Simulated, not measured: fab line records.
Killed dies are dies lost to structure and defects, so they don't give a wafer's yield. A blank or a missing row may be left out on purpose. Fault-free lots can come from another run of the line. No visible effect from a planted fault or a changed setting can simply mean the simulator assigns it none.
A lot that was struck, set against a sound lot ; flow rit_cmos ; 22 steps out of a route of 202
Sound: the wafers L526.1, L526.2, L526.4. Struck: wafers L539.1, L539.3, L539.4. The cause comes at the end.
Per side, at each step with rows, come the tool, then ch with its chambers, and then its first start. Under that, the readings that differ: sound wafers ; struck wafers ; difference of the means ; sigmas: that difference in standard deviations of wafers without a fault.
alike: readings whose means differ by less than 2 such deviations, and words and numbers that are the same on both sides. not compared: withheld readings, readings that some wafer has no value for, bounds like >300 that may hide the same value, and numbers for which the record gives no deviation and whose values overlap.
A row with sigmas, a row that says differs or no value, or rows on one side alone: a step with any of these is where the two part. When numbers do not overlap yet have no deviation, they are printed without sigmas and do not part them. Lack of a reading on every wafer of one side parts them only where that side has two or more wafers.

first, 2 steps without rows for these wafers: RIT_NSD_HARDBAKE_07 (time 60 s); RIT_NSD_IMPLANT_08.
RIT_NSD_STRIP_09: strips in O2, time 180 s.
  sound on plasma_asher-03 ch 0,1, day 3 19:59; struck on plasma_asher-02 ch 0,1, day 6 07:59
  alike: drypump_motor_current_A
  not compared: rf_hours_counter_h
RIT_NSD_TW_MEAS_10:
  sound on film_metro-04, day 3 20:10; struck on film_metro-04, day 6 08:10
  alike: NSD_TW
then, 6 steps without rows for these wafers: RIT_PSD_HMDS_00 (prime time 60 s); RIT_PSD_COAT_01 (resist thk 1000 nm); RIT_PSD_SOFTBAKE_02 (time 60 s); RIT_PSD_EXPOSE_03 (exposes mask M10, target cd 40900 nm); RIT_PSD_PEB_04; RIT_PSD_DEVELOP_05 (develop time 50 s).
RIT_PSD_OVL_MEAS_06:
  sound on overlay-01, day 3 21:14; struck on overlay-02, day 6 09:04
  alike: PSD_OVL
then, 1 step without rows for these wafers: RIT_PSD_HARDBAKE_07 (time 60 s).
RIT_PSD_IMPLANT_08:
  sound on implanter-01 ch 0, day 3 21:25; struck on implanter-04 ch 0, day 6 09:16
reading;sound;struck;difference;sigmas
dose_ions_cm2;5.004e+15 5.01e+15 5.005e+15;4.459e+15 4.468e+15 4.47e+15;-5.407e+14;-99 or more
tilt_deg (degrees);7.030 7.007 7.021;6.983 6.974 6.956;-0.048;-2
RIT_PSD_STRIP_09: strips in O2, time 180 s.
  sound on plasma_asher-04 ch 0,1, day 3 21:34; struck on plasma_asher-02 ch 0,1, day 6 09:25
  alike: drypump_motor_current_A
  not compared: rf_hours_counter_h
RIT_PSD_TW_MEAS_10:
  sound on film_metro-04, day 3 21:45; struck on film_metro-01, day 6 09:35
reading;sound;struck;difference;sigmas
PSD_TW;3459 3452 3458;3357 3352 3351;-103;-4
then, 3 steps without rows for these wafers: RIT_SDANNEAL_CLEAN_00 (cleans in SC1, time 600 s); RIT_SDANNEAL_CLEAN_01 (cleans in dHF, time 30 s); RIT_SDANNEAL_CLEAN_02 (cleans in SC2, time 600 s).
RIT_SDANNEAL_RTA_03: time 5 s.
  sound on rtp_anneal-02 ch 0, day 3 22:11; struck on rtp_anneal-02 ch 0, day 6 10:22
  alike: wafer_temp_C_max
RIT_SDANNEAL_RS_MEAS_04: measures by four-point-probe.
  sound on film_metro-02, day 3 22:15; struck on film_metro-04, day 6 10:25
  alike: PSD_RS
RIT_SDANNEAL_RS_MEAS_05: measures by four-point-probe.
  sound on film_metro-02, day 3 22:22; struck on film_metro-04, day 6 10:32
reading;sound;struck;difference;sigmas
NSD_RS (ohm/sq);84.53 84.56 84.74;84.15 83.97 83.75;-0.65;-2
RIT_M1_PROBE_99:
  sound on prober-01, day 4 07:28; struck on prober-02, day 6 18:28
reading;sound;struck;difference;sigmas
model.etest.contact_pplus.end_ohm_um;45.66 43.94 44.08;49.66 49.55 50.12;+5.22;
  alike: killed_at_contacts, killed_at_front_end, killed_dies, killed_open, killed_short

== WHERE THEY PART ==
At RIT_PSD_IMPLANT_08 first; at RIT_SDANNEAL_RS_MEAS_05 last (within this record only). Later steps at which nothing parts them and some readings are alike: RIT_M1_PROBE_99.

WHY: what the simulator had put in
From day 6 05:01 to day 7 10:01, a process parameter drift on implanter-04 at RIT_PSD_IMPLANT_08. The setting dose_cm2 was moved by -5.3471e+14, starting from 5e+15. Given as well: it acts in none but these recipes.
